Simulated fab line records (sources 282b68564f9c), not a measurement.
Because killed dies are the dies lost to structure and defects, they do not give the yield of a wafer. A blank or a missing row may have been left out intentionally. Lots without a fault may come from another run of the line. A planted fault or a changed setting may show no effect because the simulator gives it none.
fab line records    flow rit_cmos
record: lots: 7  wafers: 21  last_day: 8
route steps=202 shown PWELL@44 WELLDRIVE@50 NWELL@51 NRETRO@53 M1@202
lots with no fault: from the same line, run without faults
start_h: the number of hours between the record's first day and the start of the first shown wafer of the lot    wait_h: time in hours since the lot's previous step    " unchanged from the row above    L1.1+2: one row covering several wafers at once    - no value, or no start given    * or withheld: withheld    < > ~ a bound
route shown NAME@n: a module of which the file shows steps, and the number in the route of the first    usual: mean/standard deviation taken from wafers without a fault    same: alike in all rows    chamber/n: place in a boat    sites: per-site readings    _std_site: how widely they spread, as a standard deviation    _edge_site: the outer-site mean with the inner-site mean subtracted    radius_mm: for every site, how far away it sits from the centre of the wafer    mask NAME#n: copy n    behind: the most recent tool/chamber to have shaped the wafer    hold: the reason the lot was held/the length of the hold in hours/how it ended    device: transistor that didn't switch, given as n, p or np    end of line: tests run on the same wafers once the route is complete    step lacking rows: just its recipe    killed: dies that structure and defects cost at the first sort, which is not the same as the wafer's yield    map: dies across one wafer; x = killed, . = not, _ = none there
set.NAME: the setting that was run; set.NAME@STEP: the one run at that earlier step    model.NAME: the simulator's own value behind a step, which no gauge read
certain route steps with their lots: each step a table, each wafer a row
services: a tool's chamber out of use, with start hour (start_h, from the record's first day; less than 0 if before it), hours out, and reason
== steps ==
step: RIT_PWELL_DEVELOP_05
recipe: resist: NOVOLAK  develop_time_s: 68  dev_temp_c: 23
step: RIT_PWELL_OVL_MEAS_06
usual: PWELL_OVL: -1.0/1.3
lot.wafer  tool        chamber  start_h  wait_h  PWELL_OVL[nm]
L306.1     overlay-01  -        72.09    -       -2.1
L306.2     "           -        "        "       -2.0
L306.5     "           -        "        "       -3.0
L308.4     overlay-01  -        89.27    -       1.4
L308.5     "           -        "        "       0.3
L308.6     "           -        "        "       0.1
L309.3     overlay-02  -        92.93    -       2.4
L309.4     "           -        "        "       0.1
L309.5     "           -        "        "       0.1
L310.3     overlay-02  -        94.25    -       -2.5
L310.5     "           -        "        "       -2.2
L310.6     "           -        "        "       -2.6
L312.2     overlay-01  -        108.57   -       1.4
L312.4     "           -        "        "       0.5
L312.5     "           -        "        "       -0.3
L317.1     overlay-02  -        143.64   -       -0.5
L317.2     "           -        "        "       -1.0
L317.6     "           -        "        "       -0.7
L319.2     overlay-02  -        152.48   -       -0.7
L319.5     "           -        "        "       0.6
L319.6     "           -        "        "       -1.2
step: RIT_PWELL_HARDBAKE_07
recipe: resist: NOVOLAK  temp_c: 140  time_s: 120
step: RIT_PWELL_IMPLANT_08
recipe: species: B  energy_kev: 170  dose_cm2: 7e+13  tilt_deg: 7
step: RIT_PWELL_STRIP_09
recipe: chemistry: O2  time_s: 180  resist: NOVOLAK  platen_temp_c: withheld  power_w: 500  pressure_mtorr: 4000  o2_flow_sccm: 4000
usual: drypump_motor_current_A: 5.8/0.43
lot.wafer  tool             chamber  start_h  wait_h  drypump_motor_current_A  rf_hours_counter_h
L306.1     plasma_asher-02  1        72.53    0.1     5.5                      42
L306.2     "                0        "        "       5.9                      42
L306.5     "                0        "        "       5.9                      -
L308.4     plasma_asher-01  1        89.75    0.1     5.8                      -
L308.5     "                1        "        "       5.8                      -
L308.6     "                0        "        "       5.4                      -
L309.3     plasma_asher-02  1        93.41    0.1     5.5                      -
L309.4     "                0        "        "       5.9                      -
L309.5     "                1        "        "       5.5                      -
L310.3     plasma_asher-01  0        94.73    0.1     5.4                      -
L310.5     "                0        "        "       5.4                      -
L310.6     "                1        "        "       5.8                      -
L312.2     plasma_asher-01  1        109.00   0.1     5.8                      30
L312.4     "                0        "        "       5.4                      -
L312.5     "                0        "        "       5.4                      -
L317.1     plasma_asher-03  1        144.07   0.1     6.8                      49
L317.2     "                0        "        "       6.1                      49
L317.6     "                0        "        "       6.0                      -
L319.2     plasma_asher-02  1        152.91   0.1     5.5                      3
L319.5     "                0        "        "       5.8                      -
L319.6     "                1        "        "       5.5                      -
step: RIT_PWELL_TW_MEAS_10
usual: PWELL_TW: 955/13
lot.wafer  tool           chamber  start_h  wait_h  PWELL_TW
L306.1     film_metro-04  -        72.70    0.1     947
L306.2     "              -        "        "       946
L306.5     "              -        "        "       949
L308.4     film_metro-02  -        89.90    0.1     957
L308.5     "              -        "        "       954
L308.6     "              -        "        "       952
L309.3     film_metro-02  -        93.55    0.1     956
L309.4     "              -        "        "       955
L309.5     "              -        "        "       953
L310.3     film_metro-04  -        94.87    0.1     954
L310.5     "              -        "        "       946
L310.6     "              -        "        "       952
L312.2     film_metro-02  -        109.18   0.1     953
L312.4     "              -        "        "       953
L312.5     "              -        "        "       951
L317.1     film_metro-03  -        144.25   0.1     974
L317.2     "              -        "        "       971
L317.6     "              -        "        "       976
L319.2     film_metro-04  -        153.09   0.1     945
L319.5     "              -        "        "       937
L319.6     "              -        "        "       945
step: RIT_WELLDRIVE_ANNEAL_00
recipe: temp_c: 1100  time_s: 14700  ambient: N2
step: RIT_WELLDRIVE_RS_MEAS_01
recipe: thk_meas_gauge: four-point-probe
usual: NWELL_RS: 275.6/0.7
lot.wafer  tool           chamber  start_h  wait_h  NWELL_RS[ohm/sq]
L306.1     film_metro-02  -        77.84    0.0     275.9
L306.2     "              -        "        "       274.9
L306.5     "              -        "        "       274.4
L308.4     film_metro-04  -        95.60    0.1     276.4
L308.5     "              -        "        "       275.8
L308.6     "              -        "        "       275.0
L309.3     film_metro-03  -        99.23    0.0     276.2
L309.4     "              -        "        "       275.9
L309.5     "              -        "        "       277.3
L310.3     film_metro-03  -        100.66   0.0     275.1
L310.5     "              -        "        "       275.6
L310.6     "              -        "        "       274.5
L312.2     film_metro-04  -        115.76   0.0     275.5
L312.4     "              -        "        "       274.9
L312.5     "              -        "        "       275.5
L317.1     film_metro-03  -        153.09   0.0     275.4
L317.2     "              -        "        "       276.3
L317.6     "              -        "        "       276.5
L319.2     film_metro-02  -        159.51   0.0     275.4
L319.5     "              -        "        "       274.6
L319.6     "              -        "        "       274.5
step: RIT_WELLDRIVE_RS_MEAS_02
recipe: thk_meas_gauge: four-point-probe
usual: PWELL_RS: 429.5/1.2
lot.wafer  tool           chamber  start_h  wait_h  PWELL_RS[ohm/sq]
L306.1     film_metro-02  -        77.96    0.1     427.1
L306.2     "              -        "        "       428.6
L306.5     "              -        "        "       428.5
L308.4     film_metro-04  -        95.72    0.1     430.0
L308.5     "              -        "        "       431.6
L308.6     "              -        "        "       430.9
L309.3     film_metro-03  -        99.35    0.1     431.7
L309.4     "              -        "        "       430.5
L309.5     "              -        "        "       431.1
L310.3     film_metro-03  -        100.78   0.1     428.7
L310.5     "              -        "        "       430.3
L310.6     "              -        "        "       431.0
L312.2     film_metro-04  -        115.88   0.1     430.4
L312.4     "              -        "        "       430.8
L312.5     "              -        "        "       430.8
L317.1     film_metro-03  -        153.21   0.1     430.0
L317.2     "              -        "        "       431.2
L317.6     "              -        "        "       432.0
L319.2     film_metro-02  -        159.63   0.1     427.3
L319.5     "              -        "        "       428.1
L319.6     "              -        "        "       427.2
step: RIT_NRETRO_HMDS_00
recipe: prime_time_s: 60  prime_temp_c: 140
step: RIT_NRETRO_COAT_01
recipe: resist: NOVOLAK  spin_rpm: 2000  resist_thk_nm: 1300
step: RIT_NRETRO_SOFTBAKE_02
recipe: resist: NOVOLAK  temp_c: 90  time_s: 60
step: RIT_NRETRO_EXPOSE_03
recipe: mask_id: M4  na: 0.57  target_cd_nm: 43900  dose_mj: 250
usual: reticle_temp_C: 22.98/0.094
lot.wafer  tool              chamber  start_h  wait_h  mask  reticle_temp_C  model.NRETRO.overlay_x_nm
L306.1     iline_stepper-02  0        78.66    0.2     M4#0  22.91           0.7671
L306.2     "                 0        "        "       M4#0  23.08           0.7671
L306.5     "                 0        "        "       M4#0  23.02           0.7671
L308.4     iline_stepper-02  0        96.41    0.2     M4#0  23.00           1.396
L308.5     "                 0        "        "       M4#0  23.07           1.396
L308.6     "                 0        "        "       M4#0  22.98           1.396
L309.3     iline_stepper-02  0        99.92    0.1     M4#0  22.95           420.1
L309.4     "                 0        "        "       M4#0  22.95           420.1
L309.5     "                 0        "        "       M4#0  22.84           420.1
L310.3     iline_stepper-02  0        101.35   0.1     M4#0  23.02           418.8
L310.5     "                 0        "        "       M4#0  22.97           418.8
L310.6     "                 0        "        "       M4#0  22.98           418.8
L312.2     iline_stepper-02  0        116.57   0.2     M4#0  23.17           421.5
L312.4     "                 0        "        "       M4#0  23.03           421.5
L312.5     "                 0        "        "       M4#0  23.05           421.5
L317.1     iline_stepper-01  0        153.78   0.1     M4#0  22.87           1.047
L317.2     "                 0        "        "       M4#0  22.97           1.047
L317.6     "                 0        "        "       M4#0  22.94           1.047
L319.2     iline_stepper-01  0        160.57   0.4     M4#0  22.95           -0.3496
L319.5     "                 0        "        "       M4#0  23.03           -0.3496
L319.6     "                 0        "        "       M4#0  22.94           -0.3496
step: RIT_NRETRO_PEB_04
recipe: resist: NOVOLAK  temp_c: withheld  time_s: withheld
step: RIT_NRETRO_DEVELOP_05
recipe: resist: NOVOLAK  develop_time_s: 68  dev_temp_c: 23
step: RIT_NRETRO_OVL_MEAS_06
usual: NRETRO_OVL: -0.7/1.2
lot.wafer  tool        chamber  start_h  wait_h  hold                      NRETRO_OVL[nm]
L306.1     overlay-02  -        79.09    -       -                         -1.6
L306.2     "           -        "        "       -                         -0.6
L306.5     "           -        "        "       -                         1.7
L308.4     overlay-01  -        96.80    -       -                         0.0
L308.5     "           -        "        "       -                         0.3
L308.6     "           -        "        "       -                         1.4
L309.3     overlay-01  -        100.32   -       await_dispo/0.2h/release  419.6
L309.4     "           -        "        "       await_dispo/0.2h/release  418.4
L309.5     "           -        "        "       await_dispo/0.2h/release  419.3
L309.3     overlay-01  -        100.52   0.2     -                         419.3
L309.4     "           -        "        "       -                         418.3
L309.5     "           -        "        "       -                         419.4
L310.3     overlay-02  -        101.76   -       await_dispo/0.2h/release  417.6
L310.5     "           -        "        "       await_dispo/0.2h/release  418.3
L310.6     "           -        "        "       await_dispo/0.2h/release  416.8
L310.3     overlay-02  -        101.96   0.2     -                         417.6
L310.5     "           -        "        "       -                         419.0
L310.6     "           -        "        "       -                         417.3
L312.2     overlay-01  -        116.99   -       await_dispo/0.2h/release  421.0
L312.4     "           -        "        "       await_dispo/0.2h/release  421.3
L312.5     "           -        "        "       await_dispo/0.2h/release  420.0
L312.2     overlay-01  -        117.19   0.2     -                         421.7
L312.4     "           -        "        "       -                         421.5
L312.5     "           -        "        "       -                         420.2
L317.1     overlay-01  -        154.21   -       -                         0.2
L317.2     "           -        "        "       -                         1.0
L317.6     "           -        "        "       -                         -1.9
L319.2     overlay-02  -        160.98   -       -                         -1.7
L319.5     "           -        "        "       -                         -1.4
L319.6     "           -        "        "       -                         -2.2
step: RIT_M1_PROBE_99
usual: defect_limited_yield: 97.3/1.2  killed_at_contacts: 0.1/0.3  killed_at_front_end: 7/3.1  killed_dies: 7/3.1  killed_on_rim: 1.9/1.5  killed_open: 3.8/2.3  killed_short: 3.2/1.9  sort_bin_3_pad_short: 0.1/0.2  sort_bin_5_function: 1.6/0.91  sort_bin_6_memory: 1.0/0.6  sort_n_pass: 257/3.1  sort_yield_pct: 97.3/1.2
same: gross_dies: 264  killed_at_M0_to_M3: 0  killed_at_M4_up: 0  killed_at_back_side: 0  killed_at_other: 0
lot.wafer  tool       chamber  start_h  wait_h  defect_limited_yield[%]  killed_at_contacts  killed_at_front_end  killed_dies  killed_on_rim  killed_open  killed_short  sort_bin_3_pad_short[%]  sort_bin_5_function[%]  sort_bin_6_memory[%]  sort_n_pass  sort_yield_pct[%]
L306.1     prober-01  -        111.46   0.1     98.5                     0                   4                    4            1              3            1             0                        0.8                     0.8                   260          98.5
L306.2     prober-01  -        111.51   0.1     97.0                     0                   8                    8            4              3            5             0                        1.9                     1.1                   256          97.0
L306.5     prober-01  -        111.66   0.2     97.3                     0                   7                    7            2              4            3             0.4                      1.1                     1.1                   257          97.3
L308.4     prober-01  -        128.63   0.2     97.7                     0                   6                    6            1              5            1             0.4                      1.1                     0.8                   258          97.7
L308.5     prober-01  -        128.68   0.2     95.1                     0                   13                   13           5              6            6             0                        3.0                     1.9                   251          95.1
L308.6     prober-01  -        128.73   0.2     97.3                     0                   7                    7            3              3            3             0.4                      1.9                     0.4                   257          97.3
L317.1     prober-01  -        184.32   0.1     98.9                     0                   3                    3            0              1            2             0.4                      0.4                     0.4                   261          98.9
L317.2     prober-01  -        184.37   0.1     97.3                     0                   7                    7            2              4            3             0.8                      1.1                     0.8                   257          97.3
L317.6     prober-01  -        184.57   0.2     97.3                     0                   7                    7            1              4            3             0.4                      1.5                     0.8                   257          97.3
L319.2     prober-02  -        194.39   0.1     97.3                     0                   7                    7            1              3            4             0                        1.1                     1.5                   257          97.3
L319.5     prober-02  -        194.54   0.2     97.3                     1                   6                    7            1              3            4             0.4                      1.1                     1.1                   257          97.3
L319.6     prober-02  -        194.59   0.2     97.3                     0                   7                    7            0              2            5             0                        1.1                     1.5                   257          97.3
killed by level:class
L306.1 GATE:geometric_particle:open=2 GATE:geometric_particle:short=1 SPACER:geometric_particle:open=1
L306.2 FOX1:geometric_particle:open=2 GATE:geometric_particle:short=2 REOX:geometric_particle:short=2 REOX:geometric_particle:open=1 SILICIDE:geometric_particle:short=1
L306.5 GATE:geometric_particle:short=3 GATE:geometric_particle:open=2 REOX:geometric_particle:open=1 SILICIDE:geometric_particle:open=1
L308.4 FOX1:geometric_particle:open=1 FOX2:geometric_particle:open=1 GATE:geometric_particle:open=1 GATE:geometric_particle:short=1 REOX:geometric_particle:open=1 SILICIDE:geometric_particle:open=1
L308.5 REOX:geometric_particle:open=3 SPACER:geometric_particle:short=2 SILICIDE:geometric_particle:short=2 FOX2:geometric_particle:open=1 GATE:geometric_particle:open=1 GATE:geometric_particle:short=1 REOX:geometric_particle:short=1 SPACER:geometric_particle:open=1
L308.6 FOX1:geometric_particle:open=1 FOX1:geometric_particle:short=1 FOX2:geometric_particle:short=1 GATE:geometric_particle:short=1 REOX:geometric_particle:open=1 SILICIDE:geometric_particle:open=1 NRETRO:coat_microbubble_printed=1
L317.1 FOX1:geometric_particle:short=1 GATE:geometric_particle:open=1 GATE:geometric_particle:short=1
L317.2 FOX2:geometric_particle:open=2 FOX2:geometric_particle:short=1 GATE:geometric_particle:short=1 GATE:geometric_particle:open=1 REOX:geometric_particle:short=1 SILICIDE:geometric_particle:open=1
L317.6 GATE:geometric_particle:open=2 SPACER:geometric_particle:short=2 GATE:geometric_particle:short=1 REOX:geometric_particle:open=1 SILICIDE:geometric_particle:open=1
L319.2 REOX:geometric_particle:short=2 SPACER:geometric_particle:short=2 FOX1:geometric_particle:open=1 GATE:geometric_particle:open=1 SPACER:geometric_particle:open=1
L319.5 SPACER:geometric_particle:short=2 FOX1:geometric_particle:open=1 GATE:geometric_particle:open=1 REOX:geometric_particle:short=1 SPACER:geometric_particle:open=1 CONTACT:geometric_particle:short=1
L319.6 GATE:geometric_particle:short=2 FOX1:geometric_particle:short=1 FOX2:geometric_particle:short=1 FOX2:geometric_particle:open=1 REOX:geometric_particle:open=1 REOX:geometric_particle:short=1
== services ==
tool              chamber  start_h  hours  kind
iline_stepper-02  -        50.85    2.2    repair
iline_stepper-01  -        63.44    1.7    pm
iline_stepper-02  -        71.24    4.4    pm
plasma_asher-02   -        74.68    1.6    repair
plasma_asher-02   -        108.75   9.0    pm
plasma_asher-02   0        108.75   9.0    vent_cycle
plasma_asher-02   1        108.75   9.0    vent_cycle
iline_stepper-01  0        114.00   -      calibration
iline_stepper-02  -        117.42   1.7    pm
plasma_asher-02   0        117.75   -      clean
plasma_asher-02   1        117.75   -      clean
== key ==
first_sign: step: RIT_NRETRO_OVL_MEAS_06  reading: visit  direction: added
effect: step: RIT_NRETRO_OVL_MEAS_06  reading: NRETRO_OVL  direction: up  sigmas: 99+  usual: -0.7  struck: 419.2
model_effect: step: RIT_NRETRO_EXPOSE_03  value: NRETRO.overlay_x_nm  without: 0.1282  struck: 420.1
met_at RIT_NRETRO_EXPOSE_03
struck_wafers L309.3,L309.4,L309.5,L310.3,L310.5,L310.6,L312.2,L312.4,L312.5
scrapped_behind RIT_NRETRO_OVL_MEAS_06 L309.3,L309.4,L309.5,L310.3,L310.5,L310.6,L312.2,L312.4,L312.5
onset_between 96.41 99.92
fault: kind: scanner_matching_overlay  tool: iline_stepper-02  chamber: -  onset_h: 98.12  steps: RIT_NRETRO_EXPOSE_03  offset: 420
